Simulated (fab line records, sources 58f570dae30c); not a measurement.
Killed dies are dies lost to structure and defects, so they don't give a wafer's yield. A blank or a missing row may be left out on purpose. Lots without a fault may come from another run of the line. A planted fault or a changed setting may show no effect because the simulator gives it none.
fab line records | flow berkeley_cmos170
record lots=5 wafers=15 last_day=11
route steps=331 shown GATE@135 PLDD@145 NLDD@158 SPACER@171
lots that met no fault: from a run of the same line without faults
start_h: hours from the record's first day to the start of the lot's first wafer shown | wait_h: hours since the lot's step before | " the same as in the row above | L1.1+2: a row that stands for several wafers | - no value, or no start given | * or withheld: withheld | < > ~ a bound
route shown NAME@n: a module of which the file shows steps, and the number in the route of the first | usual: mean/standard deviation of fault-free wafers | same: alike in all rows | chamber/n: place in a boat | sites: the reading at each site | _std_site: their standard deviation | _edge_site: outer sites' mean less inner sites' | radius_mm: how far each site lies from the wafer's centre | mask NAME#n: copy n | behind: the tool/chamber that last shaped the wafer | hold: why the lot was held/for how many hours/how that ended | device: the transistor (n, p or np) that didn't switch | end of line: the same wafers' tests at the end of the route | a step without rows: its recipe alone | killed: dies lost to structure and defects at the first sort, not the wafer's yield | map: a wafer's dies, x killed, . not, _ none there
set.NAME: the setting as run; set.NAME@STEP: as run at that earlier step | model.NAME: the simulator's own value behind a step, which no gauge read
lots at some steps of the route; a table a step, a row a wafer
services: from which hour (start_h, from the record's first day; less than 0 if before it) a tool's chamber was out of use, for how many hours, and why
## steps
# step UCB170_GATE_EXPOSE_09
# recipe mask_id=POLY target_cd_nm=350 na=0.5 sigma_outer=0.6 source_shape=conventional dose_mj=21
# columns lot.wafer tool chamber start_h wait_h mask
L080.1+3+6 krf_scanner-01 0 153.89 - POLY#0
L086.1+3+6 krf_scanner-02 0 175.07 - POLY#0
L091.3+4+6 krf_scanner-01 0 192.29 - POLY#0
L094.2+4+6 krf_scanner-01 0 217.73 - POLY#0
L097.2+4+6 krf_scanner-01 0 227.92 - POLY#0
# step UCB170_GATE_PEB_10
# recipe peb_temp_c=130 peb_time_s=withheld resist=KrF
# columns lot.wafer tool chamber start_h wait_h
L080.1+3+6 litho_track-02 0 154.17 0.3
L086.1+3+6 litho_track-03 0 175.19 0.1
L091.3+4+6 litho_track-01 0 192.48 0.2
L094.2+4+6 litho_track-02 0 217.85 0.1
L097.2+4+6 litho_track-02 0 228.75 0.8
# step UCB170_GATE_DEVELOP_11
# recipe developer=TMAH develop_time_s=45 resist=KrF dev_temp_c=21
# columns lot.wafer tool chamber start_h wait_h
L080.1+3+6 litho_track-02 0 - -
L086.1+3+6 litho_track-03 0 - -
L091.3+4+6 litho_track-01 0 - -
L094.2+4+6 litho_track-02 0 - -
L097.2+4+6 litho_track-02 0 - -
# step UCB170_GATE_CD_MEAS_12
# recipe target_cd_nm=350
# usual cd_nm=350.2/1.3
# columns lot.wafer tool chamber start_h wait_h cd_nm
L080.1 cd_sem-02 - 154.44 - 349.6
L080.3 " - " " 349.4
L080.6 " - " " 350.0
L086.1 cd_sem-01 - 175.46 - 349.5
L086.3 " - " " 349.8
L086.6 " - " " 348.9
L091.3 cd_sem-02 - 192.75 - 348.2
L091.4 " - " " 348.1
L091.6 " - " " 349.0
L094.2 cd_sem-01 - 218.12 - 351.6
L094.4 " - " " 350.4
L094.6 " - " " 350.8
L097.2 cd_sem-02 - 229.02 - 351.6
L097.4 " - " " 350.0
L097.6 " - " " 349.8
# step UCB170_GATE_OVL_MEAS_13
# usual GATE_OVL=3/5.3
# columns lot.wafer tool chamber start_h wait_h GATE_OVL[nm]
L080.1 overlay-02 - 154.56 0.1 -1
L080.3 " - " " 0
L080.6 " - " " 5
L086.1 overlay-02 - 175.58 0.1 1
L086.3 " - " " 5
L086.6 " - " " 14
L091.3 overlay-01 - 192.84 0.1 6
L091.4 " - " " 11
L091.6 " - " " 8
L094.2 overlay-01 - 218.22 0.1 2
L094.4 " - " " 0
L094.6 " - " " 3
L097.2 overlay-01 - 229.12 0.1 4
L097.4 " - " " 1
L097.6 " - " " 9
# step UCB170_GATE_ETCH_14
# recipe chemistry=N2/H2 target_depth_a=withheld overetch_a=withheld target=BARC time_s=withheld source_w=500 bias_w=100 pressure_mtorr=30 n2_flow_sccm=100 h2_flow_sccm=200
# usual drypump_motor_current_A=5.6/0.32 oes_product_au=1.003/0.029 throttle_valve_pct=13.26/0.25
# columns lot.wafer tool chamber start_h wait_h drypump_motor_current_A oes_product_au throttle_valve_pct
L080.1 rie_diel-02 2 154.60 0.0 5.4 0.976 13.11
L080.3 " 0 " " 6.0 1.005 13.70
L080.6 " 1 " " 5.3 1.036 13.51
L086.1 rie_diel-03 3 175.62 0.0 4.9 1.050 13.26
L086.3 " 1 " " 5.4 1.016 13.17
L086.6 " 3 " " 4.9 1.043 13.25
L091.3 rie_diel-04 0 192.86 0.0 5.3 1.037 13.05
L091.4 " 2 " " 6.0 0.995 12.93
L091.6 " 1 " " 5.5 0.967 13.15
L094.2 rie_diel-04 3 218.25 0.0 5.7 0.970 13.59
L094.4 " 2 " " 6.1 0.997 12.92
L094.6 " 2 " " 6.1 1.002 12.92
L097.2 rie_diel-03 3 229.15 0.0 4.9 1.036 13.25
L097.4 " 2 " " 5.5 1.040 13.11
L097.6 " 3 " " 4.9 1.049 13.24
# step UCB170_GATE_ETCH_15
# recipe chemistry=HBr/Cl2 target=poly-Si stop_on=SiO2 over_etch_frac=0.3 icp_w=300 bias_w=150 time_s=56.3 pressure_mtorr=15 HBr_flow_sccm=150 Cl2_flow_sccm=50 target_depth_a=2782
# usual HBr_flow_sccm=150.1/0.46 drypump_motor_current_A=5.86/0.26 oes_product_au=0.830/0.012 throttle_valve_pct=26.60/0.19
# same time_s=56.3
# columns lot.wafer tool chamber start_h wait_h HBr_flow_sccm drypump_motor_current_A oes_product_au rf_hours_counter_h throttle_valve_pct
L080.1 rie_si-02 3 154.64 - 149.8 6.04 0.826 2 26.42
L080.3 " 1 " " 149.9 5.75 0.852 70 26.52
L080.6 " 2 " " 150.7 5.50 0.826 - 26.69
L086.1 rie_si-02 0 175.66 - 150.1 5.74 0.827 61 26.48
L086.3 " 3 " " 150.6 6.06 0.827 2 26.42
L086.6 " 1 " " 149.5 5.76 0.860 - 26.52
L091.3 rie_si-02 0 192.90 - 150.5 5.72 0.814 61 26.49
L091.4 " 3 " " 149.7 6.06 0.821 2 26.41
L091.6 " 3 " " 150.2 6.04 0.815 - 26.42
L094.2 rie_si-02 2 218.30 - 150.1 5.50 0.827 1 26.69
L094.4 " 0 " " 149.7 5.72 0.820 61 26.49
L094.6 " 0 " " 149.2 5.72 0.827 - 26.50
L097.2 rie_si-01 3 229.19 - 150.2 6.19 0.831 61 26.46
L097.4 " 1 " " 150.0 6.14 0.834 1 26.83
L097.6 " 3 " " 149.9 6.22 0.830 - 26.45
# step UCB170_GATE_STRIP_16
# recipe chemistry=O2 power_w=400 pressure_mtorr=3500 platen_temp_c=withheld o2_flow_sccm=400 overash_fraction=0.5
# usual drypump_motor_current_A=5.6/0.36 oes_product_au=0.725/0.0048
# columns lot.wafer tool chamber start_h wait_h drypump_motor_current_A oes_product_au rf_hours_counter_h
L080.1 plasma_asher-02 0 154.69 0.0 5.7 0.723 46
L080.3 " 0 " " 5.8 0.724 -
L080.6 " 1 " " 5.0 0.723 -
L086.1 plasma_asher-04 1 175.71 0.0 6.0 0.727 47
L086.3 " 1 " " 6.0 0.730 -
L086.6 " 1 " " 6.1 0.720 -
L091.3 plasma_asher-03 1 192.99 0.1 5.2 0.723 -
L091.4 " 0 " " 5.8 0.723 -
L091.6 " 0 " " 5.8 0.721 -
L094.2 plasma_asher-04 0 218.34 0.0 5.5 0.725 51
L094.4 " 0 " " 5.5 0.729 -
L094.6 " 0 " " 5.4 0.728 -
L097.2 plasma_asher-02 1 229.24 0.0 5.0 0.739 54
L097.4 " 1 " " 5.0 0.723 -
L097.6 " 1 " " 5.1 0.723 -
# step UCB170_GATE_CD_MEAS_90
# recipe target_cd_nm=350
# usual cd_nm=349.9/1.5
# columns lot.wafer tool chamber start_h wait_h cd_nm
L080.1 cd_sem-02 - 154.82 0.1 348.5
L080.3 " - " " 348.8
L080.6 " - " " 350.1
L086.1 cd_sem-01 - 175.81 0.1 349.7
L086.3 " - " " 347.3
L086.6 " - " " 348.9
L091.3 cd_sem-02 - 193.09 0.1 348.0
L091.4 " - " " 347.8
L091.6 " - " " 347.5
L094.2 cd_sem-01 - 218.46 0.1 351.5
L094.4 " - " " 350.7
L094.6 " - " " 351.0
L097.2 cd_sem-01 - 229.37 0.1 352.4
L097.4 " - " " 349.4
L097.6 " - " " 351.2
# step UCB170_GATE_CLEAN_17
# recipe chemistry=SPM temp_c=120 time_s=600
# usual bath_guard_temp_C=119.9/0.39
# same time_s=600
# columns lot.wafer tool chamber start_h wait_h bath_guard_temp_C
L080.1 wet_bench-03 2 154.94 0.1 120.1
L080.3 " 2 " " 119.9
L080.6 " 2 " " 120.0
L086.1 wet_bench-03 0 175.93 0.1 120.2
L086.3 " 0 " " 120.3
L086.6 " 0 " " 120.6
L091.3 wet_bench-04 1 194.83 1.7 119.7
L091.4 " 1 " " 119.5
L091.6 " 1 " " 119.6
L094.2 wet_bench-03 1 218.56 0.1 119.1
L094.4 " 1 " " 119.3
L094.6 " 1 " " 118.9
L097.2 wet_bench-03 3 230.58 1.2 120.1
L097.4 " 3 " " 120.3
L097.6 " 3 " " 120.2
# step UCB170_PLDD_HMDS_00
# recipe prime_time_s=60 prime_temp_c=100
# usual prime_temp_c=100.04/0.13
# columns lot.wafer tool chamber start_h wait_h prime_temp_c
L080.1 litho_track-01 0 155.47 0.4 99.85
L080.3 " 0 " " 99.84
L080.6 " 0 " " 99.90
L086.1 litho_track-04 0 176.61 0.5 100.03
L086.3 " 0 " " 100.02
L086.6 " 0 " " 100.00
L091.3 litho_track-01 0 195.49 0.5 100.19
L091.4 " 0 " " 99.85
L091.6 " 0 " " 100.37
L094.2 litho_track-02 0 218.76 0.0 99.86
L094.4 " 0 " " 100.08
L094.6 " 0 " " 100.15
L097.2 litho_track-01 0 230.80 0.0 100.12
L097.4 " 0 " " 100.11
L097.6 " 0 " " 100.04
# step UCB170_PLDD_COAT_01
# recipe resist=KrF spin_rpm=1500 resist_thk_nm=900
# usual dispense_pressure_kPa=52.4/2.7
# columns lot.wafer tool chamber start_h wait_h dispense_pressure_kPa
L080.1 litho_track-01 0 155.62 0.1 51.1
L080.3 " 0 " " 51.0
L080.6 " 0 " " 51.1
L086.1 litho_track-04 0 176.76 0.1 49.2
L086.3 " 0 " " 49.2
L086.6 " 0 " " 49.2
L091.3 litho_track-01 0 195.64 0.1 51.1
L091.4 " 0 " " 51.1
L091.6 " 0 " " 51.1
L094.2 litho_track-02 0 218.91 0.1 55.8
L094.4 " 0 " " 55.7
L094.6 " 0 " " 55.7
L097.2 litho_track-01 0 230.95 0.1 51.1
L097.4 " 0 " " 51.1
L097.6 " 0 " " 51.1
# step UCB170_PLDD_SOFTBAKE_02
# recipe resist=KrF temp_c=130 time_s=60
# same time_s=60
# columns lot.wafer tool chamber start_h wait_h
L080.1+3+6 litho_track-01 0 155.77 0.1
L086.1+3+6 litho_track-04 0 176.91 0.1
L091.3+4+6 litho_track-01 0 195.79 0.1
L094.2+4+6 litho_track-02 0 219.06 0.1
L097.2+4+6 litho_track-01 0 231.10 0.1
# step UCB170_PLDD_EXPOSE_03
# recipe mask_id=PSELECT na=0.5 sigma_outer=0.6 source_shape=conventional target_cd_nm=1200 dose_mj=30
# columns lot.wafer tool chamber start_h wait_h mask
L080.1+3+6 krf_scanner-02 0 155.92 0.1 PSELECT#0
L086.1+3+6 krf_scanner-02 0 177.19 0.2 PSELECT#0
L091.3+4+6 krf_scanner-02 0 196.11 0.3 PSELECT#0
L094.2+4+6 krf_scanner-02 0 219.37 0.3 PSELECT#0
L097.2+4+6 krf_scanner-02 0 231.24 0.1 PSELECT#0
# step UCB170_PLDD_PEB_04
# recipe peb_temp_c=130 peb_time_s=withheld resist=KrF
# columns lot.wafer tool chamber start_h wait_h
L080.1+3+6 litho_track-02 0 156.68 0.7
L086.1+3+6 litho_track-01 0 177.67 0.5
L091.3+4+6 litho_track-02 0 196.60 0.5
L094.2+4+6 litho_track-02 0 219.69 0.3
L097.2+4+6 litho_track-01 0 231.37 0.1
# step UCB170_PLDD_DEVELOP_05
# recipe developer=TMAH develop_time_s=45 resist=KrF dev_temp_c=21
# columns lot.wafer tool chamber start_h wait_h
L080.1+3+6 litho_track-02 0 - -
L086.1+3+6 litho_track-01 0 - -
L091.3+4+6 litho_track-02 0 - -
L094.2+4+6 litho_track-02 0 - -
L097.2+4+6 litho_track-01 0 - -
# step UCB170_PLDD_CD_MEAS_06
# recipe target_cd_nm=1200
# usual cd_nm=1199.8/1.5
# columns lot.wafer tool chamber start_h wait_h cd_nm
L080.1 cd_sem-02 - 156.95 - 1199.9
L080.3 " - " " 1200.5
L080.6 " - " " 1198.8
L086.1 cd_sem-02 - 177.94 - 1200.0
L086.3 " - " " 1199.2
L086.6 " - " " 1198.8
L091.3 cd_sem-02 - 197.09 - 1201.0
L091.4 " - " " 1199.9
L091.6 " - " " 1200.2
L094.2 cd_sem-01 - 219.96 - 1200.7
L094.4 " - " " 1201.2
L094.6 " - " " 1201.3
L097.2 cd_sem-02 - 231.64 - 1197.8
L097.4 " - " " 1198.8
L097.6 " - " " 1199.4
# step UCB170_PLDD_OVL_MEAS_07
# usual PLDD_OVL=-2/4.9
# columns lot.wafer tool chamber start_h wait_h PLDD_OVL[nm]
L080.1 overlay-01 - 157.07 0.1 1
L080.3 " - " " 1
L080.6 " - " " 1
L086.1 overlay-01 - 178.06 0.1 -3
L086.3 " - " " -3
L086.6 " - " " 1
L091.3 overlay-02 - 197.19 0.1 -3
L091.4 " - " " 0
L091.6 " - " " 1
L094.2 overlay-02 - 220.06 0.1 7
L094.4 " - " " -6
L094.6 " - " " 1
L097.2 overlay-01 - 231.74 0.1 -5
L097.4 " - " " -3
L097.6 " - " " -7
# step UCB170_PLDD_IMPLANT_08
# recipe species=BF2 dose_cm2=5e+13 energy_kev=10 tilt_deg=7 rotation_deg=0
# usual beam_energy_keV=10.000/0.003
# columns lot.wafer tool chamber start_h wait_h beam_energy_keV
L080.1 implanter-02 0 157.11 0.0 10.002
L080.3 " 0 " " 9.998
L080.6 " 0 " " 9.997
L086.1 implanter-04 0 178.10 0.0 9.995
L086.3 " 0 " " 9.999
L086.6 " 0 " " 10.000
L091.3 implanter-02 0 197.26 0.1 10.004
L091.4 " 0 " " 10.005
L091.6 " 0 " " 10.003
L094.2 implanter-02 0 220.12 0.0 10.000
L094.4 " 0 " " 10.002
L094.6 " 0 " " 9.998
L097.2 implanter-02 0 231.80 0.0 10.001
L097.4 " 0 " " 9.998
L097.6 " 0 " " 9.999
# step UCB170_PLDD_IMPLANT_09
# recipe species=BF2 dose_cm2=5e+13 energy_kev=10 tilt_deg=7 rotation_deg=180
# usual beam_energy_keV=10.000/0.0035
# columns lot.wafer tool chamber start_h wait_h beam_energy_keV
L080.1 implanter-02 0 157.26 0.1 9.999
L080.3 " 0 " " 10.000
L080.6 " 0 " " 10.002
L086.1 implanter-04 0 178.25 0.1 10.002
L086.3 " 0 " " 10.001
L086.6 " 0 " " 9.999
L091.3 implanter-02 0 197.41 0.1 10.001
L091.4 " 0 " " 10.005
L091.6 " 0 " " 10.006
L094.2 implanter-02 0 220.27 0.1 10.004
L094.4 " 0 " " 10.002
L094.6 " 0 " " 10.001
L097.2 implanter-02 0 231.95 0.1 10.001
L097.4 " 0 " " 10.002
L097.6 " 0 " " 9.997
# step UCB170_PLDD_STRIP_10
# recipe chemistry=O2 power_w=400 pressure_mtorr=3500 platen_temp_c=withheld o2_flow_sccm=400 overash_fraction=0.5
# usual drypump_motor_current_A=5.6/0.34 oes_product_au=0.734/0.0045 strip_time_to_endpoint_s=21.63/0.049
# columns lot.wafer tool chamber start_h wait_h drypump_motor_current_A oes_product_au rf_hours_counter_h strip_time_to_endpoint_s
L080.1 plasma_asher-02 1 157.41 0.1 5.0 0.727 46 21.59
L080.3 " 0 " " 5.8 0.739 - 21.67
L080.6 " 1 " " 5.1 0.732 - 21.61
L086.1 plasma_asher-02 1 178.40 0.1 5.0 0.723 48 21.64
L086.3 " 1 " " 5.0 0.733 - 21.61
L086.6 " 0 " " 5.8 0.736 - 21.69
L091.3 plasma_asher-01 0 197.54 0.1 5.5 0.740 - 21.61
L091.4 " 1 " " 6.0 0.736 - 21.63
L091.6 " 1 " " 5.9 0.736 - 21.67
L094.2 plasma_asher-04 1 220.39 0.1 6.1 0.742 52 21.63
L094.4 " 0 " " 5.5 0.729 - 21.68
L094.6 " 1 " " 6.1 0.738 - 21.63
L097.2 plasma_asher-04 1 232.07 0.1 6.1 0.733 53 21.62
L097.4 " 1 " " 6.1 0.734 - 21.59
L097.6 " 1 " " 6.1 0.733 - 21.59
# step UCB170_PLDD_TW_MEAS_11
# usual PLDD_TW=1009/5.9
# columns lot.wafer tool chamber start_h wait_h PLDD_TW
L080.1 film_metro-03 - 157.51 0.1 1003
L080.3 " - " " 1005
L080.6 " - " " 1007
L086.1 film_metro-03 - 178.50 0.1 1005
L086.3 " - " " 1011
L086.6 " - " " 1008
L091.3 film_metro-03 - 197.63 0.1 1005
L091.4 " - " " 1006
L091.6 " - " " 1015
L094.2 film_metro-03 - 220.50 0.1 1007
L094.4 " - " " 1015
L094.6 " - " " 1013
L097.2 film_metro-03 - 232.18 0.1 1010
L097.4 " - " " 1014
L097.6 " - " " 1010
# step UCB170_PLDD_CLEAN_12
# recipe chemistry=SPM temp_c=120 time_s=600
# usual bath_guard_temp_C=119.9/0.46
# same time_s=600
# columns lot.wafer tool chamber start_h wait_h bath_guard_temp_C
L080.1 wet_bench-03 2 157.57 0.1 120.0
L080.3 " 2 " " 120.0
L080.6 " 2 " " 120.0
L086.1 wet_bench-03 3 178.56 0.1 120.3
L086.3 " 3 " " 120.0
L086.6 " 3 " " 119.9
L091.3 wet_bench-03 3 197.67 0.0 120.2
L091.4 " 3 " " 120.4
L091.6 " 3 " " 119.9
L094.2 wet_bench-03 2 220.70 0.2 119.8
L094.4 " 2 " " 120.0
L094.6 " 2 " " 120.1
L097.2 wet_bench-01 1 232.34 0.1 120.0
L097.4 " 1 " " 119.9
L097.6 " 1 " " 120.2
# step UCB170_NLDD_HMDS_00
# recipe prime_time_s=60 prime_temp_c=100
# usual prime_temp_c=99.99/0.13
# columns lot.wafer tool chamber start_h wait_h prime_temp_c
L080.1 litho_track-02 0 157.74 0.0 100.09
L080.3 " 0 " " 99.93
L080.6 " 0 " " 99.96
L086.1 litho_track-04 0 179.24 0.5 99.67
L086.3 " 0 " " 100.16
L086.6 " 0 " " 100.01
L091.3 litho_track-03 0 198.28 0.4 99.80
L091.4 " 0 " " 100.07
L091.6 " 0 " " 99.73
L094.2 litho_track-02 0 220.90 0.0 99.97
L094.4 " 0 " " 100.05
L094.6 " 0 " " 100.03
L097.2 litho_track-04 0 232.82 0.3 99.88
L097.4 " 0 " " 99.94
L097.6 " 0 " " 99.87
# step UCB170_NLDD_COAT_01
# recipe resist=KrF spin_rpm=1500 resist_thk_nm=900
# usual dispense_pressure_kPa=50.6/2.7
# columns lot.wafer tool chamber start_h wait_h dispense_pressure_kPa
L080.1 litho_track-02 0 157.89 0.1 55.8
L080.3 " 0 " " 55.8
L080.6 " 0 " " 55.8
L086.1 litho_track-04 0 179.39 0.1 49.2
L086.3 " 0 " " 49.2
L086.6 " 0 " " 49.3
L091.3 litho_track-03 0 198.43 0.1 49.1
L091.4 " 0 " " 49.1
L091.6 " 0 " " 49.1
L094.2 litho_track-02 0 221.05 0.1 55.8
L094.4 " 0 " " 55.8
L094.6 " 0 " " 55.8
L097.2 litho_track-04 0 232.97 0.1 49.3
L097.4 " 0 " " 49.2
L097.6 " 0 " " 49.3
# step UCB170_NLDD_SOFTBAKE_02
# recipe resist=KrF temp_c=130 time_s=60
# same time_s=60
# columns lot.wafer tool chamber start_h wait_h
L080.1+3+6 litho_track-02 0 158.04 0.1
L086.1+3+6 litho_track-04 0 179.54 0.1
L091.3+4+6 litho_track-03 0 198.58 0.1
L094.2+4+6 litho_track-02 0 221.20 0.1
L097.2+4+6 litho_track-04 0 233.12 0.1
# step UCB170_NLDD_EXPOSE_03
# recipe mask_id=NSELECT na=0.5 sigma_outer=0.6 source_shape=conventional target_cd_nm=1200 dose_mj=30
# columns lot.wafer tool chamber start_h wait_h mask
L080.1+3+6 krf_scanner-01 0 158.32 0.2 NSELECT#0
L086.1+3+6 krf_scanner-01 0 179.81 0.2 NSELECT#0
L091.3+4+6 krf_scanner-02 0 198.85 0.2 NSELECT#0
L094.2+4+6 krf_scanner-01 0 221.47 0.2 NSELECT#0
L097.2+4+6 krf_scanner-02 0 233.39 0.2 NSELECT#0
# step UCB170_NLDD_PEB_04
# recipe peb_temp_c=130 peb_time_s=withheld resist=KrF
# columns lot.wafer tool chamber start_h wait_h
L080.1+3+6 litho_track-02 0 158.44 0.1
L086.1+3+6 litho_track-03 0 180.20 0.4
L091.3+4+6 litho_track-03 0 199.28 0.4
L094.2+4+6 litho_track-04 0 221.59 0.1
L097.2+4+6 litho_track-03 0 233.76 0.4
# step UCB170_NLDD_DEVELOP_05
# recipe developer=TMAH develop_time_s=45 resist=KrF dev_temp_c=21
# columns lot.wafer tool chamber start_h wait_h
L080.1+3+6 litho_track-02 0 - -
L086.1+3+6 litho_track-03 0 - -
L091.3+4+6 litho_track-03 0 - -
L094.2+4+6 litho_track-04 0 - -
L097.2+4+6 litho_track-03 0 - -
# step UCB170_NLDD_CD_MEAS_06
# recipe target_cd_nm=1200
# usual cd_nm=1199.9/1.6
# columns lot.wafer tool chamber start_h wait_h cd_nm
L080.1 cd_sem-01 - 158.71 - 1196.0
L080.3 " - " " 1196.8
L080.6 " - " " 1195.8
L086.1 cd_sem-01 - 180.48 - 1202.6
L086.3 " - " " 1202.2
L086.6 " - " " 1201.5
L091.3 cd_sem-01 - 199.55 - 1198.1
L091.4 " - " " 1197.6
L091.6 " - " " 1198.7
L094.2 cd_sem-02 - 221.86 - 1200.7
L094.4 " - " " 1200.2
L094.6 " - " " 1199.5
L097.2 cd_sem-01 - 234.03 - 1200.6
L097.4 " - " " 1198.9
L097.6 " - " " 1199.1
# step UCB170_NLDD_OVL_MEAS_07
# usual NLDD_OVL=3/4.8
# columns lot.wafer tool chamber start_h wait_h NLDD_OVL[nm]
L080.1 overlay-01 - 158.83 0.1 4
L080.3 " - " " 2
L080.6 " - " " 5
L086.1 overlay-01 - 180.60 0.1 2
L086.3 " - " " 9
L086.6 " - " " 5
L091.3 overlay-02 - 199.64 0.1 -1
L091.4 " - " " -1
L091.6 " - " " -6
L094.2 overlay-01 - 221.97 0.1 6
L094.4 " - " " 6
L094.6 " - " " 7
L097.2 overlay-02 - 234.13 0.1 5
L097.4 " - " " 10
L097.6 " - " " 6
# step UCB170_NLDD_IMPLANT_08
# recipe species=As dose_cm2=5e+13 energy_kev=30 tilt_deg=7 rotation_deg=0
# usual beam_energy_keV=29.999/0.0094
# columns lot.wafer tool chamber start_h wait_h beam_energy_keV
L080.1 implanter-02 0 158.87 0.0 29.989
L080.3 " 0 " " 30.008
L080.6 " 0 " " 30.003
L086.1 implanter-03 0 180.64 0.0 29.997
L086.3 " 0 " " 29.986
L086.6 " 0 " " 30.002
L091.3 implanter-03 0 199.72 0.1 29.992
L091.4 " 0 " " 29.996
L091.6 " 0 " " 29.987
L094.2 implanter-02 0 222.02 0.0 29.987
L094.4 " 0 " " 30.001
L094.6 " 0 " " 30.003
L097.2 implanter-02 0 234.19 0.0 29.993
L097.4 " 0 " " 29.994
L097.6 " 0 " " 30.000
# step UCB170_NLDD_IMPLANT_09
# recipe species=As dose_cm2=5e+13 energy_kev=30 tilt_deg=7 rotation_deg=180
# usual beam_energy_keV=30.001/0.0087
# columns lot.wafer tool chamber start_h wait_h beam_energy_keV
L080.1 implanter-02 0 159.02 0.1 29.993
L080.3 " 0 " " 29.998
L080.6 " 0 " " 30.006
L086.1 implanter-03 0 180.79 0.1 29.995
L086.3 " 0 " " 30.018
L086.6 " 0 " " 30.010
L091.3 implanter-03 0 199.87 0.1 30.007
L091.4 " 0 " " 30.000
L091.6 " 0 " " 30.002
L094.2 implanter-02 0 223.27 1.2 29.997
L094.4 " 0 " " 29.996
L094.6 " 0 " " 29.998
L097.2 implanter-02 0 234.34 0.1 30.001
L097.4 " 0 " " 30.003
L097.6 " 0 " " 30.001
# step UCB170_NLDD_STRIP_10
# recipe chemistry=O2 power_w=400 pressure_mtorr=3500 platen_temp_c=withheld o2_flow_sccm=400 overash_fraction=0.5
# usual drypump_motor_current_A=5.69/0.29 oes_product_au=0.734/0.0047 strip_time_to_endpoint_s=21.63/0.066
# columns lot.wafer tool chamber start_h wait_h drypump_motor_current_A oes_product_au rf_hours_counter_h strip_time_to_endpoint_s
L080.1 plasma_asher-04 0 159.17 0.1 5.46 0.737 45 21.55
L080.3 " 0 " " 5.46 0.734 - 21.54
L080.6 " 1 " " 6.06 0.732 - 21.62
L086.1 plasma_asher-03 1 180.94 0.1 5.25 0.743 7 21.55
L086.3 " 0 " " 5.80 0.733 - 21.61
L086.6 " 0 " " 5.78 0.733 - 21.71
L091.3 plasma_asher-04 1 200.00 0.1 6.02 0.740 - 21.62
L091.4 " 0 " " 5.49 0.735 - 21.60
L091.6 " 0 " " 5.46 0.732 - 21.52
L094.2 plasma_asher-03 0 223.40 0.1 5.79 0.731 11 21.68
L094.4 " 1 " " 5.22 0.735 - 21.72
L094.6 " 0 " " 5.83 0.733 - 21.75
L097.2 plasma_asher-01 1 234.46 0.1 5.97 0.735 49 21.63
L097.4 " 1 " " 5.99 0.738 - 21.69
L097.6 " 0 " " 5.53 0.737 - 21.62
# step UCB170_NLDD_TW_MEAS_11
# usual NLDD_TW=2208/17
# columns lot.wafer tool chamber start_h wait_h NLDD_TW
L080.1 film_metro-04 - 159.27 0.1 2215
L080.3 " - " " 2227
L080.6 " - " " 2226
L086.1 film_metro-03 - 181.04 0.1 2206
L086.3 " - " " 2205
L086.6 " - " " 2217
L091.3 film_metro-03 - 200.09 0.1 2219
L091.4 " - " " 2213
L091.6 " - " " 2225
L094.2 film_metro-04 - 223.51 0.1 2212
L094.4 " - " " 2217
L094.6 " - " " 2206
L097.2 film_metro-02 - 234.57 0.1 2176
L097.4 " - " " 2172
L097.6 " - " " 2171
# step UCB170_NLDD_CLEAN_12
# recipe chemistry=SPM temp_c=120 time_s=600
# usual bath_guard_temp_C=119.8/0.41
# same time_s=600
# columns lot.wafer tool chamber start_h wait_h bath_guard_temp_C
L080.1 wet_bench-04 2 159.37 0.1 119.2
L080.3 " 2 " " 119.4
L080.6 " 2 " " 119.6
L086.1 wet_bench-03 1 181.19 0.1 119.4
L086.3 " 1 " " 119.1
L086.6 " 1 " " 119.0
L091.3 wet_bench-01 2 200.22 0.1 119.4
L091.4 " 2 " " 119.5
L091.6 " 2 " " 119.5
L094.2 wet_bench-03 1 223.56 0.0 119.2
L094.4 " 1 " " 119.3
L094.6 " 1 " " 119.6
L097.2 wet_bench-04 2 234.62 0.0 119.9
L097.4 " 2 " " 119.8
L097.6 " 2 " " 119.9
# step UCB170_SPACER_CVD_00
# recipe material=SiO2 target_thk_nm=376 temp_c=390 precursor=TEOS/O2 time_s=47 rf_w=550 pressure_mtorr=9000
# usual heater_power_w=266/42
# same time_s=47
# columns lot.wafer tool chamber start_h wait_h heater_power_w
L080.1 pecvd-02 2 159.56 0.0 321
L080.3 " 0 " " 293
L080.6 " 0 " " 288
L086.1 pecvd-02 2 181.36 0.0 284
L086.3 " 1 " " 254
L086.6 " 1 " " 271
L091.3 pecvd-02 2 200.39 0.0 308
L091.4 " 1 " " 254
L091.6 " 0 " " 268
L094.2 pecvd-02 2 223.73 0.0 240
L094.4 " 2 " " 261
L094.6 " 0 " " 305
L097.2 pecvd-04 2 234.81 0.0 210
L097.4 " 0 " " 264
L097.6 " 2 " " 229
# step UCB170_SPACER_THK_MEAS_01
# recipe reads=SiO2_of_SPACER_CVD_00
# usual SPACER_TEOS_THK=378/5.7
# columns lot.wafer tool chamber start_h wait_h SPACER_TEOS_THK[nm]
L080.1 film_metro-02 - 159.60 0.0 374
L080.3 " - " " 368
L080.6 " - " " 376
L086.1 film_metro-02 - 181.40 0.0 388
L086.3 " - " " 377
L086.6 " - " " 380
L091.3 film_metro-01 - 200.45 0.0 390
L091.4 " - " " 378
L091.6 " - " " 383
L094.2 film_metro-04 - 223.79 0.0 379
L094.4 " - " " 387
L094.6 " - " " 375
L097.2 film_metro-01 - 234.87 0.0 374
L097.4 " - " " 375
L097.6 " - " " 378
# step UCB170_SPACER_ANNEAL_02
# recipe temp_c=900 time_s=1800 ambient=N2
# same time_s=1800
# columns lot.wafer tool chamber start_h wait_h
L080.1+3+6 furnace-04 0 163.26 3.6
L086.1+3+6 furnace-02 0 184.18 2.8
L091.3+4+6 furnace-04 0 203.21 2.7
L094.2+4+6 furnace-02 0 226.08 2.3
L097.2+4+6 furnace-03 0 238.82 3.9
## services
# columns tool chamber start_h hours kind
rie_diel-04 1 131.23 8.4 repair
krf_scanner-02 - 135.10 1.3 pm
plasma_asher-03 - 139.28 9.0 repair
rie_diel-04 - 155.29 2.0 repair
furnace-02 - 157.41 3.1 pm
plasma_asher-04 - 160.27 5.2 repair
krf_scanner-02 - 163.53 3.2 repair
rie_diel-04 1 165.85 1.8 repair
pecvd-04 - 167.13 0.8 repair
rie_si-02 - 167.97 0.3 repair
rie_diel-03 0 169.27 5.4 repair
implanter-02 - 169.32 4.0 repair
krf_scanner-01 - 177.70 1.0 pm
rie_diel-04 - 178.74 2.8 pm
krf_scanner-01 - 187.46 1.3 pm
wet_bench-03 - 188.77 6.8 repair
krf_scanner-02 - 199.72 - calibration
krf_scanner-02 - 199.85 0.3 repair
implanter-04 - 202.74 6.7 repair
implanter-04 - 214.17 1.6 repair
rie_si-02 2 215.02 2.3 repair
furnace-04 - 215.41 3.0 pm
rie_si-02 - 225.60 2.8 pm
rie_si-01 2 236.26 8.9 repair
## key
fault none
